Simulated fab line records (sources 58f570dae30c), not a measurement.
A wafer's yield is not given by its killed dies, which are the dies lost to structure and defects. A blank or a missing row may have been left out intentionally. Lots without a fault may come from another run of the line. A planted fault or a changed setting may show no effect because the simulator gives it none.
One fault seen from 2 desks :: flow berkeley cmos170 :: every desk sees just its own numbers, and what lay behind them comes last

## THE TOOL OWNER'S DESK: pvd sputter-01
The tool's own readings at UCB170_M2_SPUTTER_01 (material Al, target thk 900 nm, time 120 s): means of the sampled wafers that have a number, for each lot that ran on this tool. Marked OUT: a lot whose mean sits more than 4 standard deviations from the usual mean, which makes it out of limits; the brackets give that distance.
Columns: A = cathode dc power W at UCB170_M2_SPUTTER_01, usual 6000.1 W; B = throttle valve pct at UCB170_M2_SPUTTER_01, usual 30.3 %
lot: L212
first seen here: day 8 08:29
A: 6000.1
B: 30.1

lot: L217
first seen here: day 9 02:24
A: 6073.7 (+74) OUT
B: 29.9

lot: L219
first seen here: day 9 14:34
A: 6075.2 (+76) OUT
B: 29.6

lot: L231
first seen here: day 12 02:18
A: 5999.9
B: 29.4
This desk's finding: out of limits on L217, L219; first on L217, day 9 02:24 (cathode dc power W at UCB170_M2_SPUTTER_01). L212, L231 stayed within limits.

## METROLOGY DESK
Lot by lot, what the gauges showed, no matter which tool ran the lot: averages of those sampled wafers that carry a number. Marked OUT: a lot whose mean sits more than 4 standard deviations from the usual mean, which makes it out of limits; the brackets give that distance.
Columns: A = PVT_OVL at UCB170_PVT_OVL_MEAS_06, usual -2 nm; B = PVT_TW at UCB170_PVT_TW_MEAS_09, usual 507
lot: L212
first seen here: day 6 09:52
A: -12
B: 503

lot: L220
first seen here: day 7 07:12
A: 5
B: 509

lot: L217
first seen here: day 7 07:40
A: 8
B: 505

lot: L219
first seen here: day 7 10:07
A: -7
B: 507

lot: L228
first seen here: day 8 21:04
A: 3
B: 509

lot: L227
first seen here: day 8 21:53
A: -9
B: 511

lot: L226
first seen here: day 8 22:05
A: -7
B: 511

lot: L229
first seen here: day 8 22:22
A: -3
B: 510

lot: L234
first seen here: day 10 03:47
A: 4
B: 508

lot: L231
first seen here: day 10 03:53
A: 1
B: 512

lot: L230
first seen here: day 10 04:00
A: 2
B: 506

lot: L233
first seen here: day 10 04:04
A: -8
B: 510

lot: L232
first seen here: day 10 04:26
A: 8
B: 506

lot: L235
first seen here: day 10 14:35
A: -6
B: 511
This desk found nothing out of limits on any of the 14 lots.

## ALL TOGETHER
The tool owner's desk could have raised an alarm at day 9 02:24, on L217, L219.
The metrology desk saw nothing out of limits.
The metrology desk has L217, L219 on record, within its limits.
UCB170_M2_SPUTTER_01 was run on pvd sputter-01 by each of the lots named.

## WHAT THE SIMULATOR HAD PUT IN
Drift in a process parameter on pvd sputter-01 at UCB170_M2_SPUTTER_01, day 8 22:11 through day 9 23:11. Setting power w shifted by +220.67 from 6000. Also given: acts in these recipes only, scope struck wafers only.
Lots struck among those shown: L217, L219.
Each desk's first reading out of limits, in hours after the fault started: the tool owner's desk, 4.
